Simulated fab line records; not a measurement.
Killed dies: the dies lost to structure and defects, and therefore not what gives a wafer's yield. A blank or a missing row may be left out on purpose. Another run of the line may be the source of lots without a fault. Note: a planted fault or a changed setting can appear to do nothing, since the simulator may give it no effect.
One fault seen from 2 desks    flow berkeleyCmos170    each desk holds nothing but its own numbers, with what lay behind them at the end

== FROM THE METROLOGY DESK ==
Means of the sampled wafers that have a number, per lot and without regard to the tool the lot ran on: this is what the gauges read. A lot is out of limits, marked OUT, if its mean lies more than 4 standard deviations from the usual mean; the brackets give that distance.
Columns: A = cdNm at UCB170_NSD_CD_MEAS_06, usual 1200.4 nm
lot   first seen here  A
L523  day 7 05:57      1201.6
L529  day 8 05:09      1198.9
L530  day 8 05:42      1200.0
L531  day 8 05:50      1201.3
L528  day 8 06:26      1200.0
L534  day 9 01:59      1201.0
L532  day 9 02:14      1200.0
L533  day 9 02:29      1199.9
L537  day 9 19:31      1200.2
L536  day 9 20:17      1200.1
L538  day 9 20:31      1175.8 (-19) OUT
L540  day 10 07:40     1200.0
L542  day 10 14:21     1174.2 (-20) OUT
L546  day 11 08:13     1201.1
Finding of this desk: L538, L542 out of limits; the first was L538 at day 9 20:31, on cdNm at UCB170_NSD_CD_MEAS_06. Within limits: L523, L529, L530, L531, L528, L534, L532, L533, L537, L536, L540, L546.

== THE TOOL OWNER'S DESK: lithoTrack-01 ==
For each lot that ran on this tool, the mean over its sampled wafers that have a number, from the tool's own readings at UCB170_NSD_PEB_04. A lot is out of limits, marked OUT, if its mean lies more than 4 standard deviations from the usual mean; the brackets give that distance.
Columns: A = heaterPowerTotalW at UCB170_NSD_PEB_04, usual 56.80 W; B = resistLineTempC at UCB170_NSD_PEB_04, usual 22.97 C
lot   first seen here  A                        B
L529  day 8 04:53      56.79                    22.90
L531  day 8 05:34      56.81                    22.89
L534  day 9 01:43      56.80                    22.98
L537  day 9 19:16      56.79                    23.01
L538  day 9 20:16      63.10 (+99 or more) OUT  22.81
L542  day 10 14:05     63.09 (+99 or more) OUT  23.04
Finding of this desk: L538, L542 out of limits; the first was L538 at day 9 20:16, on heaterPowerTotalW at UCB170_NSD_PEB_04. Within limits: L529, L531, L534, L537.

== BROUGHT TOGETHER ==
The tool owner's desk had the chance to raise an alarm at day 9 20:16 on L538, L542.
An alarm was possible from the metrology desk at day 9 20:31, on L538, L542.
UCB170_NSD_PEB_04 was run on lithoTrack-01 by each of the lots named.

== WHAT THE SIMULATOR HAD INSERTED ==
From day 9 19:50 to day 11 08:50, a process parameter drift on lithoTrack-01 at UCB170_NSD_PEB_04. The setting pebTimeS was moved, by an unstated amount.
Shown lots that were struck: L538, L542.
Time in hours from fault onset to the first out-of-limits reading at each desk: tool owner's desk 0, metrology desk 1.
